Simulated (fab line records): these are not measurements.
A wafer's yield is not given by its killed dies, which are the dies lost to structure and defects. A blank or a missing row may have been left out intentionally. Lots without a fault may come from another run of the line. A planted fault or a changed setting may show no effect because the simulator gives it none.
fab line records | flow rit_cmos
[record] lots = 14 | wafers = 42 | last_day = 7
route steps=202 shown NRETRO@62 PLDD@123 NSD@139 M1@198
lots that met no fault: taken from a fault-free run of the same line
start_h: hours from the record's opening day to when the first of the lot's shown wafers began | wait_h: hours elapsed since this lot's preceding step | " same as the row above | L1.1+2: a row that stands for several wafers | - value missing, or start not given | * or withheld: withheld | < > ~ a bound
route shown NAME@n: NAME is a module with steps in the file, n the number in the route of the first one | usual: mean/standard deviation taken from wafers without a fault | same: alike in all rows | chamber/n: place in a boat | sites: per-site readings | _std_site: standard deviation across them | _edge_site: the outer-site mean with the inner-site mean subtracted | radius_mm: how far each site lies from the wafer's centre | mask NAME#n: copy n | behind: the tool/chamber that last shaped the wafer | hold: why the lot went on hold/how many hours it stayed there/how the hold came to an end | device: transistor that didn't switch, given as n, p or np | end of line: the route-end tests of the same wafers | a step without rows: its recipe alone | killed: dies that structure and defects cost at the first sort, which is not the same as the wafer's yield | map: a wafer's dies, x killed, . not, _ none there
set.NAME: the run value of the setting; set.NAME@STEP: its run value at that earlier step | model.NAME: the simulator's own value behind a step, which no gauge read
a sample of lots followed through the steps of the route, with each step as a table and each wafer as a row
services: the hour from which a tool's chamber was out of use, counted from the record's first day as start_h (under 0 if before that day), plus the number of hours and why
[[steps]]
[step RIT_NRETRO_STRIP_09]
[recipe] chemistry = O2 | time_s = 180 | resist = NOVOLAK | platen_temp_c = withheld | power_w = 500 | pressure_mtorr = 4000 | o2_flow_sccm = 4000
[usual] chamber_pressure_mTorr = 4000/3.7 | drypump_motor_current_A = 5.62/0.18
lot.wafer | tool            | chamber | start_h | wait_h | chamber_pressure_mTorr | drypump_motor_current_A | rf_hours_counter_h
L725.1    | plasma_asher-01 | 1       | 36.78   | 0.1    | 3996                   | 5.42                    | 40
L725.2    | "               | 0       | "       | "      | 3998                   | 5.90                    | 40
L725.6    | "               | 1       | "       | "      | 4002                   | 5.42                    | -
L726.2    | plasma_asher-01 | 0       | 45.07   | 0.1    | 4002                   | 5.88                    | 41
L726.4    | "               | 1       | "       | "      | 3995                   | 5.43                    | -
L726.6    | "               | 1       | "       | "      | 4004                   | 5.40                    | -
L727.1    | plasma_asher-02 | 0       | 49.20   | 0.1    | 4007                   | 5.63                    | 42
L727.4    | "               | 0       | "       | "      | 4001                   | 5.62                    | -
L727.6    | "               | 1       | "       | "      | 4002                   | 5.77                    | -
L728.1    | plasma_asher-01 | 1       | 50.63   | 0.1    | 3998                   | 5.41                    | 41
L728.3    | "               | 0       | "       | "      | 4003                   | 5.89                    | -
L728.4    | "               | 1       | "       | "      | 4001                   | 5.42                    | -
L730.1    | plasma_asher-03 | 1       | 63.63   | 0.1    | 3996                   | 5.40                    | 26
L730.3    | "               | 1       | "       | "      | 3996                   | 5.39                    | -
L730.6    | "               | 1       | "       | "      | 3999                   | 5.40                    | -
L731.1    | plasma_asher-03 | 1       | 70.15   | 0.1    | 3997                   | 5.40                    | 27
L731.2    | "               | 0       | "       | "      | 3998                   | 5.53                    | 27
L731.3    | "               | 1       | "       | "      | 4001                   | 5.40                    | -
L732.2    | plasma_asher-02 | 0       | 75.11   | 0.1    | 4006                   | 5.62                    | 44
L732.5    | "               | 1       | "       | "      | 3996                   | 5.76                    | -
L732.6    | "               | 0       | "       | "      | 3995                   | 5.63                    | -
L734.2    | plasma_asher-01 | 0       | 83.01   | 0.1    | 4002                   | 5.89                    | 45
L734.4    | "               | 0       | "       | "      | 3993                   | 5.89                    | -
L734.5    | "               | 0       | "       | "      | 4004                   | 5.88                    | -
L735.2    | plasma_asher-02 | 1       | 88.42   | 0.1    | 4002                   | 5.76                    | 46
L735.3    | "               | 0       | "       | "      | 3991                   | 5.62                    | -
L735.6    | "               | 0       | "       | "      | 3996                   | 5.63                    | -
L738.2    | plasma_asher-02 | 0       | 103.13  | 0.1    | 4001                   | 5.61                    | 48
L738.3    | "               | 0       | "       | "      | 4005                   | 5.62                    | -
L738.6    | "               | 1       | "       | "      | 4003                   | 5.78                    | -
L739.1    | plasma_asher-01 | 1       | 109.25  | 0.1    | 4002                   | 5.42                    | 48
L739.4    | "               | 0       | "       | "      | 4006                   | 5.88                    | -
L739.5    | "               | 1       | "       | "      | 3997                   | 5.43                    | -
L740.1    | plasma_asher-01 | 1       | 113.54  | 0.1    | 3998                   | 5.42                    | 49
L740.3    | "               | 1       | "       | "      | 4002                   | 5.44                    | -
L740.4    | "               | 0       | "       | "      | 3994                   | 5.89                    | -
L742.3    | plasma_asher-02 | 1       | 121.77  | 0.1    | 3998                   | 5.74                    | -
L742.4    | "               | 0       | "       | "      | 4002                   | 5.62                    | -
L742.6    | "               | 1       | "       | "      | 4004                   | 5.75                    | -
L744.1    | plasma_asher-02 | 1       | 131.19  | 0.1    | 4003                   | 5.75                    | 51
L744.3    | "               | 0       | "       | "      | 3993                   | 5.61                    | -
L744.6    | "               | 0       | "       | "      | 3997                   | 5.62                    | -
[step RIT_PLDD_STRIP_09]
[recipe] chemistry = O2 | time_s = 180 | resist = NOVOLAK | platen_temp_c = withheld | power_w = 500 | pressure_mtorr = 4000 | o2_flow_sccm = 4000
[usual] chamber_pressure_mTorr = 4000/3.5 | drypump_motor_current_A = 5.61/0.19
lot.wafer | tool            | chamber | start_h | wait_h | chamber_pressure_mTorr | drypump_motor_current_A | rf_hours_counter_h
L725.1    | plasma_asher-03 | 1       | 54.30   | 0.1    | 4005                   | 5.39                    | 25
L725.2    | "               | 0       | "       | "      | 3999                   | 5.47                    | 25
L725.6    | "               | 1       | "       | "      | 3999                   | 5.39                    | -
L726.2    | plasma_asher-01 | 1       | 59.78   | 0.1    | 3999                   | 5.40                    | 42
L726.4    | "               | 0       | "       | "      | 3998                   | 5.90                    | -
L726.6    | "               | 0       | "       | "      | 3999                   | 5.89                    | -
L727.1    | plasma_asher-01 | 1       | 65.08   | 0.1    | 3994                   | 5.40                    | 43
L727.4    | "               | 0       | "       | "      | 4005                   | 5.88                    | -
L727.6    | "               | 1       | "       | "      | 4010                   | 5.43                    | -
L728.1    | plasma_asher-01 | 1       | 67.60   | 0.1    | 4004                   | 5.43                    | 43
L728.3    | "               | 1       | "       | "      | 4005                   | 5.41                    | -
L728.4    | "               | 0       | "       | "      | 4001                   | 5.90                    | -
L730.1    | plasma_asher-03 | 0       | 79.02   | 0.1    | 3998                   | 5.48                    | 27
L730.3    | "               | 1       | "       | "      | 3996                   | 5.40                    | -
L730.6    | "               | 1       | "       | "      | 3999                   | 5.41                    | -
L731.1    | plasma_asher-01 | 1       | 89.96   | 0.1    | 3999                   | 5.40                    | 45
L731.2    | "               | 0       | "       | "      | 4006                   | 5.90                    | 45
L731.3    | "               | 1       | "       | "      | 3999                   | 5.42                    | -
L732.2    | plasma_asher-01 | 1       | 92.51   | 0.1    | 4004                   | 5.45                    | 46
L732.5    | "               | 1       | "       | "      | 4000                   | 5.45                    | -
L732.6    | "               | 0       | "       | "      | 4002                   | 5.90                    | -
L734.2    | plasma_asher-02 | 1       | 99.41   | 0.1    | 3997                   | 5.74                    | 48
L734.4    | "               | 0       | "       | "      | 4002                   | 5.63                    | -
L734.5    | "               | 0       | "       | "      | 4001                   | 5.63                    | -
L735.2    | plasma_asher-01 | 1       | 105.57  | 0.1    | 3995                   | 5.41                    | 48
L735.3    | "               | 1       | "       | "      | 3993                   | 5.42                    | -
L735.6    | "               | 1       | "       | "      | 4002                   | 5.42                    | -
L738.2    | plasma_asher-02 | 1       | 118.52  | 0.1    | 4002                   | 5.75                    | 50
L738.3    | "               | 1       | "       | "      | 4001                   | 5.75                    | -
L738.6    | "               | 0       | "       | "      | 4006                   | 5.62                    | -
L739.1    | plasma_asher-02 | 0       | 124.46  | 0.1    | 4001                   | 5.63                    | 51
L739.4    | "               | 1       | "       | "      | 3985                   | 5.78                    | -
L739.5    | "               | 1       | "       | "      | 3999                   | 5.74                    | -
L740.1    | plasma_asher-01 | 1       | 128.38  | 0.1    | 4001                   | 5.42                    | 50
L740.3    | "               | 0       | "       | "      | 3996                   | 5.89                    | -
L740.4    | "               | 1       | "       | "      | 4011                   | 5.40                    | -
L742.3    | plasma_asher-03 | 0       | 136.67  | 0.1    | 4006                   | 5.51                    | -
L742.4    | "               | 1       | "       | "      | 3996                   | 5.39                    | -
L742.6    | "               | 0       | "       | "      | 3998                   | 5.51                    | -
L744.1    | plasma_asher-01 | 1       | 149.53  | 0.1    | 3999                   | 5.41                    | 53
L744.3    | "               | 1       | "       | "      | 3999                   | 5.43                    | -
L744.6    | "               | 1       | "       | "      | 4000                   | 5.41                    | -
[step RIT_NSD_IMPLANT_08]
[recipe] species = P | energy_kev = 25 | dose_cm2 = 1e+15 | tilt_deg = 7
lot.wafer  | tool         | chamber | start_h | wait_h
L725.1+2+6 | implanter-02 | 0       | 59.25   | 0.1
L726.2+4+6 | implanter-01 | 0       | 63.59   | 0.1
L727.1+4+6 | implanter-03 | 0       | 68.84   | 0.1
L728.1+3+4 | implanter-03 | 0       | 71.52   | 0.1
L730.1+3+6 | implanter-03 | 0       | 82.93   | 0.1
L731.1+2+3 | implanter-03 | 0       | 93.72   | 0.1
L732.2+5+6 | implanter-01 | 0       | 96.30   | 0.1
L734.2+4+5 | implanter-01 | 0       | 103.61  | 0.1
L735.2+3+6 | implanter-02 | 0       | 109.48  | 0.1
L738.2+3+6 | implanter-03 | 0       | 122.37  | 0.1
L739.1+4+5 | implanter-01 | 0       | 128.39  | 0.1
L740.1+3+4 | implanter-03 | 0       | 132.45  | 0.1
L742.3+4+6 | implanter-03 | 0       | 140.43  | 0.1
L744.1+3+6 | implanter-03 | 0       | 153.69  | 0.1
[step RIT_SDANNEAL_RS_MEAS_05]
[recipe] thk_meas_gauge = four-point-probe
[usual] NSD_RS = 84.6/0.33
lot.wafer | tool          | chamber | start_h | wait_h | NSD_RS[ohm/sq]
L725.1    | film_metro-02 | -       | 61.62   | 0.1    | 84.6
L725.2    | "             | -       | "       | "      | 84.7
L725.6    | "             | -       | "       | "      | 84.9
L726.2    | film_metro-04 | -       | 65.94   | 0.1    | 84.6
L726.4    | "             | -       | "       | "      | 84.5
L726.6    | "             | -       | "       | "      | 84.7
L727.1    | film_metro-01 | -       | 71.32   | 0.1    | 84.4
L727.4    | "             | -       | "       | "      | 84.4
L727.6    | "             | -       | "       | "      | 84.6
L728.1    | film_metro-02 | -       | 73.87   | 0.1    | 84.0
L728.3    | "             | -       | "       | "      | 84.3
L728.4    | "             | -       | "       | "      | 84.0
L730.1    | film_metro-01 | -       | 85.69   | 0.1    | 84.8
L730.3    | "             | -       | "       | "      | 84.6
L730.6    | "             | -       | "       | "      | 84.7
L731.1    | film_metro-01 | -       | 96.07   | 0.1    | 84.6
L731.2    | "             | -       | "       | "      | 84.9
L731.3    | "             | -       | "       | "      | 84.6
L732.2    | film_metro-01 | -       | 98.90   | 0.1    | 84.8
L732.5    | "             | -       | "       | "      | 84.6
L732.6    | "             | -       | "       | "      | 84.6
L734.2    | film_metro-01 | -       | 106.08  | 0.1    | 84.8
L734.4    | "             | -       | "       | "      | 84.3
L734.5    | "             | -       | "       | "      | 84.6
L735.2    | film_metro-01 | -       | 112.05  | 0.1    | 85.0
L735.3    | "             | -       | "       | "      | 84.8
L735.6    | "             | -       | "       | "      | 84.7
L738.2    | film_metro-02 | -       | 124.88  | 0.1    | 84.2
L738.3    | "             | -       | "       | "      | 84.2
L738.6    | "             | -       | "       | "      | 84.5
L739.1    | film_metro-01 | -       | 130.94  | 0.1    | 84.5
L739.4    | "             | -       | "       | "      | 84.9
L739.5    | "             | -       | "       | "      | 84.7
L740.1    | film_metro-01 | -       | 134.82  | 0.1    | 85.1
L740.3    | "             | -       | "       | "      | 84.9
L740.4    | "             | -       | "       | "      | 85.0
L742.3    | film_metro-04 | -       | 143.11  | 0.1    | -
L742.4    | "             | -       | "       | "      | -
L742.6    | "             | -       | "       | "      | -
L744.1    | film_metro-04 | -       | 156.35  | 0.1    | -
L744.3    | "             | -       | "       | "      | -
L744.6    | "             | -       | "       | "      | -
[step RIT_M1_STRIP_14]
[recipe] chemistry = O2 | time_s = 180 | platen_temp_c = withheld | power_w = 500 | pressure_mtorr = 4000 | o2_flow_sccm = 4000
[usual] chamber_pressure_mTorr = 4000/3.8 | drypump_motor_current_A = 5.62/0.17
lot.wafer | tool            | chamber | start_h | wait_h | chamber_pressure_mTorr | drypump_motor_current_A | rf_hours_counter_h
L725.1    | plasma_asher-02 | 0       | 67.12   | 0.0    | 3998                   | 5.63                    | 44
L725.2    | "               | 1       | "       | "      | 3998                   | 5.77                    | 44
L725.6    | "               | 0       | "       | "      | 3997                   | 5.64                    | -
L726.2    | plasma_asher-02 | 0       | 71.24   | 0.0    | 4000                   | 5.63                    | 44
L726.4    | "               | 0       | "       | "      | 4003                   | 5.62                    | -
L726.6    | "               | 1       | "       | "      | 4000                   | 5.77                    | -
L727.1    | plasma_asher-03 | 0       | 76.78   | 0.0    | 3997                   | 5.52                    | 27
L727.4    | "               | 0       | "       | "      | 3997                   | 5.50                    | -
L727.6    | "               | 0       | "       | "      | 4001                   | 5.51                    | -
L728.1    | plasma_asher-02 | 0       | 79.23   | 0.0    | 4003                   | 5.64                    | 45
L728.3    | "               | 1       | "       | "      | 4000                   | 5.74                    | -
L728.4    | "               | 0       | "       | "      | 4005                   | 5.63                    | -
L730.1    | plasma_asher-02 | 0       | 91.13   | 0.0    | 3994                   | 5.64                    | 46
L730.3    | "               | 1       | "       | "      | 3998                   | 5.74                    | -
L730.6    | "               | 1       | "       | "      | 4002                   | 5.76                    | -
L731.1    | plasma_asher-01 | 1       | 101.58  | 0.0    | 3998                   | 5.39                    | 47
L731.2    | "               | 0       | "       | "      | 4004                   | 5.90                    | 47
L731.3    | "               | 1       | "       | "      | 4000                   | 5.36                    | -
L732.2    | plasma_asher-01 | 0       | 104.32  | 0.0    | 4004                   | 5.89                    | 47
L732.5    | "               | 0       | "       | "      | 3999                   | 5.90                    | -
L732.6    | "               | 1       | "       | "      | 3999                   | 5.44                    | -
L734.2    | plasma_asher-02 | 0       | 111.48  | 0.0    | 4001                   | 5.62                    | 49
L734.4    | "               | 0       | "       | "      | 3995                   | 5.61                    | -
L734.5    | "               | 0       | "       | "      | 4000                   | 5.62                    | -
L735.2    | plasma_asher-03 | 0       | 117.71  | 0.0    | 3995                   | 5.56                    | 33
L735.3    | "               | 1       | "       | "      | 4004                   | 5.39                    | -
L735.6    | "               | 1       | "       | "      | 3997                   | 5.40                    | -
L738.2    | plasma_asher-03 | 0       | 130.18  | 0.0    | 3993                   | 5.52                    | 34
L738.3    | "               | 1       | "       | "      | 3991                   | 5.40                    | -
L738.6    | "               | 1       | "       | "      | 3998                   | 5.39                    | -
L739.1    | plasma_asher-02 | 0       | 136.40  | 0.0    | 4005                   | 5.61                    | 52
L739.4    | "               | 0       | "       | "      | 4004                   | 5.63                    | -
L739.5    | "               | 0       | "       | "      | 4003                   | 5.61                    | -
L740.1    | plasma_asher-02 | 1       | 140.19  | 0.0    | 3994                   | 5.76                    | 52
L740.3    | "               | 0       | "       | "      | 4003                   | 5.60                    | -
L740.4    | "               | 1       | "       | "      | 3991                   | 5.74                    | -
L742.3    | plasma_asher-02 | 0       | 148.32  | 0.1    | 4000                   | 5.62                    | -
L742.4    | "               | 1       | "       | "      | 4005                   | 5.76                    | -
L742.6    | "               | 0       | "       | "      | 3998                   | 5.61                    | -
L744.1    | plasma_asher-01 | 1       | 161.57  | 0.0    | 4001                   | 5.43                    | 54
L744.3    | "               | 1       | "       | "      | 3993                   | 5.43                    | -
L744.6    | "               | 0       | "       | "      | 4010                   | 5.90                    | -
[step RIT_M1_PROBE_99]
[usual] killed_at_contacts = 0.1/0.25 | killed_at_front_end = 6.8/2.7 | killed_dies = 6.8/2.7 | killed_open = 3.4/1.8 | killed_short = 3.5/1.7
[same] gross_dies = 264 | killed_at_M0_to_M3 = 0 | killed_at_M4_up = 0 | killed_at_back_side = 0 | killed_at_other = 0
lot.wafer | tool      | chamber | start_h | wait_h | killed_at_contacts | killed_at_front_end | killed_dies | killed_open | killed_short
L725.1    | prober-02 | -       | 69.03   | 0.1    | 1                  | 8                   | 9           | 5           | 4
L725.2    | prober-02 | -       | 69.08   | 0.1    | 1                  | 6                   | 7           | 2           | 5
L725.6    | prober-02 | -       | 69.28   | 0.2    | 0                  | 9                   | 9           | 6           | 3
L726.2    | prober-01 | -       | 73.20   | 0.1    | 0                  | 11                  | 11          | 7           | 4
L726.4    | prober-01 | -       | 73.30   | 0.2    | 1                  | 6                   | 7           | 4           | 3
L726.6    | prober-01 | -       | 73.40   | 0.2    | 0                  | 5                   | 5           | 3           | 2
L727.1    | prober-02 | -       | 78.70   | 0.1    | 0                  | 9                   | 9           | 5           | 4
L727.4    | prober-02 | -       | 78.85   | 0.2    | 0                  | 7                   | 7           | 4           | 3
L727.6    | prober-02 | -       | 78.95   | 0.2    | 0                  | 5                   | 5           | 0           | 5
L728.1    | prober-01 | -       | 81.14   | 0.1    | 0                  | 13                  | 13          | 6           | 7
L728.3    | prober-01 | -       | 81.24   | 0.2    | 0                  | 3                   | 3           | 2           | 1
L728.4    | prober-01 | -       | 81.29   | 0.2    | 0                  | 5                   | 5           | 2           | 3
L730.1    | prober-01 | -       | 93.04   | 0.1    | 0                  | 4                   | 4           | 4           | 0
L730.3    | prober-01 | -       | 93.14   | 0.2    | 0                  | 10                  | 10          | 4           | 6
L730.6    | prober-01 | -       | 93.29   | 0.2    | 0                  | 3                   | 3           | 1           | 2
L731.1    | prober-01 | -       | 127.30  | 0.1    | 0                  | 4                   | 4           | 1           | 3
L731.2    | prober-01 | -       | 127.35  | 0.1    | 0                  | 7                   | 7           | 4           | 3
L731.3    | prober-01 | -       | 127.40  | 0.2    | 0                  | 5                   | 5           | 2           | 3
L732.2    | prober-01 | -       | 127.65  | 0.4    | 0                  | 4                   | 4           | 2           | 2
L732.5    | prober-01 | -       | 127.80  | 0.5    | 0                  | 6                   | 6           | 2           | 4
L732.6    | prober-01 | -       | 127.85  | 0.6    | 0                  | 7                   | 7           | 4           | 3
L735.2    | prober-01 | -       | 127.95  | 0.7    | 1                  | 8                   | 9           | 7           | 2
L735.3    | prober-01 | -       | 128.00  | 0.8    | 0                  | 1                   | 1           | 1           | 0
L735.6    | prober-01 | -       | 128.15  | 0.8    | 0                  | 5                   | 5           | 4           | 1
L734.2    | prober-01 | -       | 128.55  | 1.2    | 0                  | 3                   | 3           | 0           | 3
L734.4    | prober-01 | -       | 128.65  | 1.3    | 0                  | 5                   | 5           | 5           | 0
L734.5    | prober-01 | -       | 128.70  | 1.3    | 0                  | 2                   | 2           | 0           | 2
L738.2    | prober-01 | -       | 132.15  | 0.1    | 0                  | 7                   | 7           | 2           | 5
L738.3    | prober-01 | -       | 132.20  | 0.2    | 0                  | 4                   | 4           | 2           | 2
L738.6    | prober-01 | -       | 132.35  | 0.2    | 0                  | 4                   | 4           | 4           | 0
L739.1    | prober-01 | -       | 138.31  | 0.1    | 0                  | 6                   | 6           | 2           | 4
L739.4    | prober-01 | -       | 138.46  | 0.2    | 0                  | 6                   | 6           | 2           | 4
L739.5    | prober-01 | -       | 138.51  | 0.2    | 0                  | 9                   | 9           | 5           | 4
L740.1    | prober-01 | -       | 142.10  | 0.1    | 0                  | 8                   | 8           | 4           | 4
L740.3    | prober-01 | -       | 142.20  | 0.2    | 0                  | 5                   | 5           | 4           | 1
L740.4    | prober-01 | -       | 142.25  | 0.2    | 0                  | 3                   | 3           | 1           | 2
L742.3    | prober-01 | -       | 150.28  | 0.2    | 0                  | 9                   | 9           | 5           | 4
L742.4    | prober-01 | -       | 150.33  | 0.2    | 0                  | 6                   | 6           | 4           | 2
L742.6    | prober-01 | -       | 150.43  | 0.2    | 0                  | 7                   | 7           | 3           | 4
L744.1    | prober-01 | -       | 163.48  | 0.1    | 0                  | 4                   | 4           | 1           | 3
L744.3    | prober-01 | -       | 163.58  | 0.2    | 0                  | 11                  | 11          | 5           | 6
L744.6    | prober-01 | -       | 163.73  | 0.2    | 0                  | 13                  | 13          | 6           | 7
// killed by level:class
L725.1 GATE:geometric_particle:open=2 SILICIDE:geometric_particle:open=2 FOX1:geometric_particle:short=1 GATE:geometric_particle:short=1 REOX:geometric_particle:short=1 SPACER:geometric_particle:open=1 CONTACT:geometric_particle:short=1
L725.2 GATE:geometric_particle:short=3 FOX1:geometric_particle:open=1 FOX1:geometric_particle:short=1 GATE:geometric_particle:open=1 CONTACT:geometric_particle:short=1
L725.6 FOX1:geometric_particle:open=3 SPACER:geometric_particle:open=2 REOX:geometric_particle:short=1 REOX:geometric_particle:open=1 SPACER:geometric_particle:short=1 SILICIDE:geometric_particle:short=1
L726.2 GATE:geometric_particle:open=6 FOX1:geometric_particle:short=2 GATE:geometric_particle:short=1 SPACER:geometric_particle:short=1 SILICIDE:geometric_particle:open=1
L726.4 GATE:geometric_particle:short=3 FOX1:geometric_particle:open=2 GATE:geometric_particle:open=1 CONTACT:geometric_particle:open=1
L726.6 GATE:geometric_particle:open=2 FOX2:geometric_particle:short=1 REOX:geometric_particle:open=1 SILICIDE:geometric_particle:short=1
L727.1 GATE:geometric_particle:open=2 SILICIDE:geometric_particle:open=2 FOX1:geometric_particle:open=1 GATE:geometric_particle:short=1 REOX:geometric_particle:short=1 SPACER:geometric_particle:short=1 SILICIDE:geometric_particle:short=1
L727.4 FOX1:geometric_particle:short=2 REOX:geometric_particle:open=2 FOX1:geometric_particle:open=1 REOX:geometric_particle:short=1 SPACER:geometric_particle:open=1
L727.6 GATE:geometric_particle:short=2 FOX1:geometric_particle:short=1 REOX:geometric_particle:short=1 SILICIDE:geometric_particle:short=1
L728.1 GATE:geometric_particle:open=4 GATE:geometric_particle:short=3 FOX2:geometric_particle:short=2 SILICIDE:geometric_particle:open=2 REOX:geometric_particle:short=1 SPACER:geometric_particle:short=1
L728.3 GATE:geometric_particle:open=2 FOX2:geometric_particle:short=1
L728.4 GATE:geometric_particle:short=2 FOX1:geometric_particle:short=1 FOX1:geometric_particle:open=1 GATE:geometric_particle:open=1
L730.1 FOX1:geometric_particle:open=3 SPACER:geometric_particle:open=1
L730.3 GATE:geometric_particle:short=2 REOX:geometric_particle:open=2 SILICIDE:geometric_particle:short=2 FOX1:geometric_particle:short=1 GATE:geometric_particle:open=1 SPACER:geometric_particle:open=1 SPACER:geometric_particle:short=1
L730.6 FOX2:geometric_particle:short=2 FOX2:geometric_particle:open=1
L731.1 GATE:geometric_particle:short=3 GATE:geometric_particle:open=1
L731.2 FOX1:geometric_particle:open=1 FOX2:geometric_particle:open=1 GATE:geometric_particle:open=1 GATE:geometric_particle:short=1 REOX:geometric_particle:short=1 REOX:geometric_particle:open=1 SILICIDE:geometric_particle:short=1
L731.3 GATE:geometric_particle:open=2 GATE:geometric_particle:short=1 REOX:geometric_particle:short=1 SPACER:geometric_particle:short=1
L732.2 GATE:geometric_particle:open=1 REOX:geometric_particle:short=1 SILICIDE:geometric_particle:short=1 SILICIDE:geometric_particle:open=1
L732.5 FOX2:geometric_particle:short=2 GATE:geometric_particle:short=1 REOX:geometric_particle:open=1 SPACER:geometric_particle:short=1 SILICIDE:geometric_particle:open=1
L732.6 FOX2:geometric_particle:open=2 FOX2:geometric_particle:short=1 GATE:geometric_particle:short=1 GATE:geometric_particle:open=1 REOX:geometric_particle:open=1 SPACER:geometric_particle:short=1
L735.2 GATE:geometric_particle:open=3 SPACER:geometric_particle:open=3 GATE:geometric_particle:short=2 CONTACT:geometric_particle:open=1
L735.3 SPACER:geometric_particle:open=1
L735.6 SILICIDE:geometric_particle:open=2 FOX1:geometric_particle:short=1 FOX1:geometric_particle:open=1 GATE:geometric_particle:open=1
L734.2 GATE:geometric_particle:short=2 SILICIDE:geometric_particle:short=1
L734.4 FOX2:geometric_particle:open=2 SPACER:geometric_particle:open=2 GATE:geometric_particle:open=1
L734.5 GATE:geometric_particle:short=1 SILICIDE:geometric_particle:short=1
L738.2 GATE:geometric_particle:short=2 REOX:geometric_particle:short=2 FOX2:geometric_particle:open=1 FOX2:geometric_particle:short=1 REOX:geometric_particle:open=1
L738.3 FOX2:geometric_particle:short=1 GATE:geometric_particle:short=1 GATE:geometric_particle:open=1 REOX:geometric_particle:open=1
L738.6 GATE:geometric_particle:open=3 SPACER:geometric_particle:open=1
L739.1 REOX:geometric_particle:short=2 GATE:geometric_particle:short=1 REOX:geometric_particle:open=1 SPACER:geometric_particle:open=1 SILICIDE:geometric_particle:short=1
L739.4 GATE:geometric_particle:open=2 GATE:geometric_particle:short=2 FOX2:geometric_particle:short=1 SILICIDE:geometric_particle:short=1
L739.5 GATE:geometric_particle:short=3 FOX2:geometric_particle:open=2 FOX1:geometric_particle:short=1 GATE:geometric_particle:open=1 REOX:geometric_particle:open=1 SILICIDE:geometric_particle:open=1
L740.1 SPACER:geometric_particle:short=2 SILICIDE:geometric_particle:open=2 FOX1:geometric_particle:open=1 GATE:geometric_particle:short=1 GATE:geometric_particle:open=1 SILICIDE:geometric_particle:short=1
L740.3 GATE:geometric_particle:open=4 REOX:geometric_particle:short=1
L740.4 FOX1:geometric_particle:short=1 REOX:geometric_particle:short=1 SILICIDE:geometric_particle:open=1
L742.3 FOX1:geometric_particle:short=2 GATE:geometric_particle:open=2 SPACER:geometric_particle:open=2 REOX:geometric_particle:short=1 REOX:geometric_particle:open=1 SILICIDE:geometric_particle:short=1
L742.4 GATE:geometric_particle:open=3 FOX2:geometric_particle:open=1 GATE:geometric_particle:short=1 SPACER:geometric_particle:short=1
L742.6 FOX1:geometric_particle:open=2 GATE:geometric_particle:short=2 FOX1:geometric_particle:short=1 GATE:geometric_particle:open=1 SPACER:geometric_particle:short=1
L744.1 GATE:geometric_particle:short=2 FOX2:geometric_particle:open=1 SILICIDE:geometric_particle:short=1
L744.3 GATE:geometric_particle:short=4 REOX:geometric_particle:open=2 FOX1:geometric_particle:short=1 GATE:geometric_particle:open=1 SPACER:geometric_particle:open=1 SILICIDE:geometric_particle:short=1 SILICIDE:geometric_particle:open=1
L744.6 GATE:geometric_particle:short=4 REOX:geometric_particle:open=3 GATE:geometric_particle:open=2 REOX:geometric_particle:short=2 SILICIDE:geometric_particle:short=1 SILICIDE:geometric_particle:open=1
[[services]]
tool            | chamber | start_h | hours | kind
plasma_asher-03 | -       | 13.66   | 0.8   | repair
plasma_asher-01 | -       | 14.30   | 2.7   | repair
implanter-02    | -       | 48.99   | 2.3   | repair
implanter-02    | -       | 82.65   | 2.4   | pm
implanter-01    | -       | 83.39   | 10.1  | repair
implanter-02    | -       | 96.48   | 5.3   | repair
implanter-03    | -       | 112.15  | 3.0   | repair
plasma_asher-02 | -       | 126.35  | 4.3   | pm
implanter-02    | -       | 145.00  | 3.1   | repair
implanter-02    | -       | 160.23  | 2.1   | repair
[[key]]
[first_sign] step = RIT_SDANNEAL_RS_MEAS_05 | reading = NSD_RS | direction = missing
effect none on later readings
met_at RIT_NSD_IMPLANT_08
struck_lots L742,L744
tester_left_out L742,L744
not_acting_at RIT_NRETRO_STRIP_09,RIT_PLDD_STRIP_09,RIT_M1_STRIP_14
onset_between 132.45 140.43
also_fits time
[fault] kind = process_parameter_drift | tool = implanter-03 | chamber = - | onset_h = 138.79 | steps = RIT_NSD_IMPLANT_08 | channel = tilt_deg | offset = 8 | spread_by_wafer = 0.3 | shape = step | end_h = 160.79 | acts_in = these_recipes_only | stated = 7
// tester_left_out: of these lots the tester's yield and bins aren't shown, on N5 and GAA mostly nor the transistor test; their killed dies are dies lost to structure and defects alone, not to doping, threshold or leakage, so they don't give the yield
